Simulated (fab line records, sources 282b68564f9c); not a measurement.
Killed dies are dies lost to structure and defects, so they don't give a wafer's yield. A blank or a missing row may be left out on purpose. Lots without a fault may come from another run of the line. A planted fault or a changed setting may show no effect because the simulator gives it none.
A struck lot beside a sound one | flow rit_cmos | 14 steps out of a route of 202
Sound: wafers L216.1, L216.3, L216.5. Struck: wafers L211.1, L211.2, L211.6. The cause comes at the end.
At each step with rows: each side's tool, then ch and its chambers, then its first start. Under that, the readings that differ: sound wafers | struck wafers | difference of the means | sigmas: that difference in standard deviations of wafers without a fault.
alike: readings whose means differ by less than 2 such deviations, and words and numbers that are the same on both sides. not compared: withheld readings, readings that some wafer has no value for, bounds like >300 that may hide the same value, and numbers for which the record gives no deviation and whose values overlap.
The two part at a step that has a row with sigmas, a row that says differs or no value, or rows on one side only. Numbers that don't overlap but have no deviation are shown without sigmas and don't part them. A reading that every wafer of one side lacks parts them only if that side has two wafers or more.

RIT_SILICIDE_RTA_06: time 10 s, ramp up 5 s, ramp down 10 s.
  sound on rtp_anneal-01 ch 0, day 7 01:02; struck on rtp_anneal-01 ch 0, day 5 19:22
  alike: anneal_temp_c_max, wafer_temp_C_max
RIT_CONTACT_CVD_00: deposits SiO2 from TEOS, target thk 400 nm, time 61 s.
  sound on pecvd-01 ch 0,1,2, day 7 01:06; struck on pecvd-04 ch 1,2, day 5 19:26
  alike: heater_power_w
RIT_CONTACT_THK_MEAS_01:
  sound on film_metro-03, day 7 01:09; struck on film_metro-02, day 5 19:29
  alike: CONTACT_TEOS_THK
then, 6 steps without rows for these wafers: RIT_CONTACT_HMDS_02 (prime time 60 s); RIT_CONTACT_COAT_03 (resist thk 1000 nm); RIT_CONTACT_SOFTBAKE_04 (time 60 s); RIT_CONTACT_EXPOSE_05 (exposes mask M11, target cd 1000 nm); RIT_CONTACT_PEB_06; RIT_CONTACT_DEVELOP_07 (develop time 120 s).
RIT_CONTACT_CD_MEAS_08: target cd 1000 nm.
  sound on cd_sem-02, day 7 02:18; struck on cd_sem-01, day 5 20:38
  alike: cd_nm
RIT_CONTACT_OVL_MEAS_09:
  sound on overlay-02, day 7 02:25; struck on overlay-01, day 5 20:46
  alike: CONTACT_OVL
then, 1 step without rows for these wafers: RIT_CONTACT_HARDBAKE_10 (time 60 s).
RIT_CONTACT_ETCH_11: etches SiO2 in CHF3/CF4/Ar, stops on TiSi2, target depth 480 nm, time 320 s.
  sound on rie_diel-01 ch 1,2,3, day 7 02:37; struck on rie_diel-04 ch 0,1, day 5 20:56
  reading                                      | sound             | struck            | difference | sigmas
  model.etch.depth_nm (nm)                     | 392.9 393.5 404.7 | 281.4 279.6 281.5 | -116.2     |
  model.CONTACT.feature_depth_nm (nm)          | 392.9 393.5 404.7 | 281.4 279.6 281.5 | -116.2     |
  model.NOVOLAK_of_CONTACT_COAT_03.thk_nm (nm) | 763.8 767 765.2   | 816 818.2 817     | +52        |
  alike: CHF3_flow_sccm, chamber_pressure_mTorr, drypump_motor_current_A, oes_product_au, throttle_valve_pct
  not compared: rf_hours_counter_h
RIT_CONTACT_STRIP_12: strips in O2, time 180 s.
  sound on plasma_asher-02 ch 0,1, day 7 02:48; struck on plasma_asher-01 ch 0,1, day 5 21:08
  alike: chamber_pressure_mTorr, drypump_motor_current_A
  not compared: rf_hours_counter_h

WHERE THEY PART
Nowhere in this record.

WHY: what the simulator had put in
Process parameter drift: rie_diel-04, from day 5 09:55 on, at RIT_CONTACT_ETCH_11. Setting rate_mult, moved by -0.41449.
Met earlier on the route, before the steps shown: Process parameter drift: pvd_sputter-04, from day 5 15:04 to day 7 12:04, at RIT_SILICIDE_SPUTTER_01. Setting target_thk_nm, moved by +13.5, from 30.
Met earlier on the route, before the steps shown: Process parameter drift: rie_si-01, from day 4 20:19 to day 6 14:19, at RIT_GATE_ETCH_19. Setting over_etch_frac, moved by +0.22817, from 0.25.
